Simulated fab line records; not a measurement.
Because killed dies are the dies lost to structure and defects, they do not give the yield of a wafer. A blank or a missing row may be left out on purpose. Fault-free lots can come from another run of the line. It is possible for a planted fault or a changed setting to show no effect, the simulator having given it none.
Lot-split experiment :: flow rit-cmos :: 23 wafers read across 5 lots, on a route 202 steps long

THE SPLIT
At RIT_NSD_IMPLANT_08, the setting energy-kev was moved away from the recipe's 25 on 7 of the 23 wafers read, by -5.6% to +4.9%. All remaining wafers had this setting at the recipe value.

The split's own step is where the reading is taken.

THE READING
The simulator's own value implant.drp-nm, read by no gauge, in nm at RIT_NSD_IMPLANT_08. No usual value for it is given in the file.

wafer: L074.1
tool, chamber at the split: implanter-02, 0
energy-kev as run: 26.23
against the recipe: +4.9%
implant.drp-nm, nm: 15.27
against lot-mates on the recipe: +0.43

wafer: L074.3
tool, chamber at the split: implanter-02, 0
energy-kev as run: 26.23
against the recipe: +4.9%
implant.drp-nm, nm: 15.27
against lot-mates on the recipe: +0.43

wafer: L074.6
tool, chamber at the split: implanter-02, 0
energy-kev as run: 26.23
against the recipe: +4.9%
implant.drp-nm, nm: 15.27
against lot-mates on the recipe: +0.43

wafer: L074.2
tool, chamber at the split: implanter-02, 0
energy-kev as run: 25
against the recipe: recipe
implant.drp-nm, nm: 14.84
against lot-mates on the recipe: -

wafer: L074.5
tool, chamber at the split: implanter-02, 0
energy-kev as run: 25
against the recipe: recipe
implant.drp-nm, nm: 14.84
against lot-mates on the recipe: -

wafer: L077.1
tool, chamber at the split: implanter-04, 0
energy-kev as run: 25
against the recipe: recipe
implant.drp-nm, nm: 14.84
against lot-mates on the recipe: -

wafer: L077.2
tool, chamber at the split: implanter-04, 0
energy-kev as run: 25
against the recipe: recipe
implant.drp-nm, nm: 14.84
against lot-mates on the recipe: -

wafer: L077.5
tool, chamber at the split: implanter-04, 0
energy-kev as run: 25
against the recipe: recipe
implant.drp-nm, nm: 14.84
against lot-mates on the recipe: -

wafer: L079.1
tool, chamber at the split: implanter-04, 0
energy-kev as run: 24.12
against the recipe: -3.5%
implant.drp-nm, nm: 14.52
against lot-mates on the recipe: -0.32

wafer: L079.3
tool, chamber at the split: implanter-04, 0
energy-kev as run: 24.12
against the recipe: -3.5%
implant.drp-nm, nm: 14.52
against lot-mates on the recipe: -0.32

wafer: L079.4
tool, chamber at the split: implanter-04, 0
energy-kev as run: 25
against the recipe: recipe
implant.drp-nm, nm: 14.84
against lot-mates on the recipe: -

wafer: L079.5
tool, chamber at the split: implanter-04, 0
energy-kev as run: 25
against the recipe: recipe
implant.drp-nm, nm: 14.84
against lot-mates on the recipe: -

wafer: L079.6
tool, chamber at the split: implanter-04, 0
energy-kev as run: 25
against the recipe: recipe
implant.drp-nm, nm: 14.84
against lot-mates on the recipe: -

wafer: L084.1
tool, chamber at the split: implanter-02, 0
energy-kev as run: 25
against the recipe: recipe
implant.drp-nm, nm: 14.84
against lot-mates on the recipe: -

wafer: L084.2
tool, chamber at the split: implanter-02, 0
energy-kev as run: 25
against the recipe: recipe
implant.drp-nm, nm: 14.84
against lot-mates on the recipe: -

wafer: L084.3
tool, chamber at the split: implanter-02, 0
energy-kev as run: 25
against the recipe: recipe
implant.drp-nm, nm: 14.84
against lot-mates on the recipe: -

wafer: L084.4
tool, chamber at the split: implanter-02, 0
energy-kev as run: 25
against the recipe: recipe
implant.drp-nm, nm: 14.84
against lot-mates on the recipe: -

wafer: L084.6
tool, chamber at the split: implanter-02, 0
energy-kev as run: 25
against the recipe: recipe
implant.drp-nm, nm: 14.84
against lot-mates on the recipe: -

wafer: L085.1
tool, chamber at the split: implanter-02, 0
energy-kev as run: 23.61
against the recipe: -5.6%
implant.drp-nm, nm: 14.33
against lot-mates on the recipe: -0.51

wafer: L085.6
tool, chamber at the split: implanter-02, 0
energy-kev as run: 23.61
against the recipe: -5.6%
implant.drp-nm, nm: 14.33
against lot-mates on the recipe: -0.51

wafer: L085.2
tool, chamber at the split: implanter-02, 0
energy-kev as run: 25
against the recipe: recipe
implant.drp-nm, nm: 14.84
against lot-mates on the recipe: -

wafer: L085.3
tool, chamber at the split: implanter-02, 0
energy-kev as run: 25
against the recipe: recipe
implant.drp-nm, nm: 14.84
against lot-mates on the recipe: -

wafer: L085.5
tool, chamber at the split: implanter-02, 0
energy-kev as run: 25
against the recipe: recipe
implant.drp-nm, nm: 14.84
against lot-mates on the recipe: -

FIT RESULTS
A straight line over all 23 wafers: implant.drp-nm changes by +0.0896 nm for each +1% of energy-kev; r = +1.00; the points scatter about the line by 0.0048 nm.
The same after taking each lot's own level away (the mean of its wafers on the recipe; 23 wafers): +0.0896 nm for each +1%; r = +1.00; scatter 0.0048 nm.
The reading moves by 0.5 nm for the largest change in energy-kev, on that fit.
The lots' own levels span 14.840 to 14.840 nm.
The two slopes are in agreement: the lot-to-lot level therefore moves the slope only a little.
Check: for one of the wafers moved furthest among these (-5.6%), held out of the fit, the line's prediction against its lot-mates is -0.498 nm. Against them it came out at -0.51 nm.

FURTHER SPLITS ON THESE WAFERS
Other splits were also applied to these wafers ahead of the reading. Each is held against what the fit with the lots' levels taken away leaves over:
other split on the same wafers: RIT_GATE_ETCH_19 over-etch-frac
wafers away from the commonest value: 6
r with implant.drp-nm (lot level and that fit taken away): +0.09

other split on the same wafers: RIT_NLDD_SOFTBAKE_02 temp-c
wafers away from the commonest value: 8
r with implant.drp-nm (lot level and that fit taken away): +0.16

other split on the same wafers: RIT_NLDD_IMPLANT_08 energy-kev
wafers away from the commonest value: 8
r with implant.drp-nm (lot level and that fit taken away): -0.22

other split on the same wafers: RIT_PLDD_IMPLANT_08 energy-kev
wafers away from the commonest value: 8
r with implant.drp-nm (lot level and that fit taken away): -0.12

other split on the same wafers: RIT_SPACER_CVD_03 time-s
wafers away from the commonest value: 15
r with implant.drp-nm (lot level and that fit taken away): -0.23

THE WHOLE CHAIN: every reading that the file lists as answering this split, in the file's order
step: RIT_NSD_IMPLANT_08
what it does: 
reading: implant.rp-nm (the simulator's own value, which no gauge read)
change (the file's fit): +0.219 nm for each +1% of the setting
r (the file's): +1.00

step: RIT_NSD_IMPLANT_08
what it does: 
reading: implant.drp-nm (the simulator's own value, which no gauge read)
change (the file's fit): +0.0898 nm for each +1% of the setting
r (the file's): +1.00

THE FILE'S OWN FIT
implant.drp-nm changes by +0.0898 nm for each +1% of energy-kev, r = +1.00.
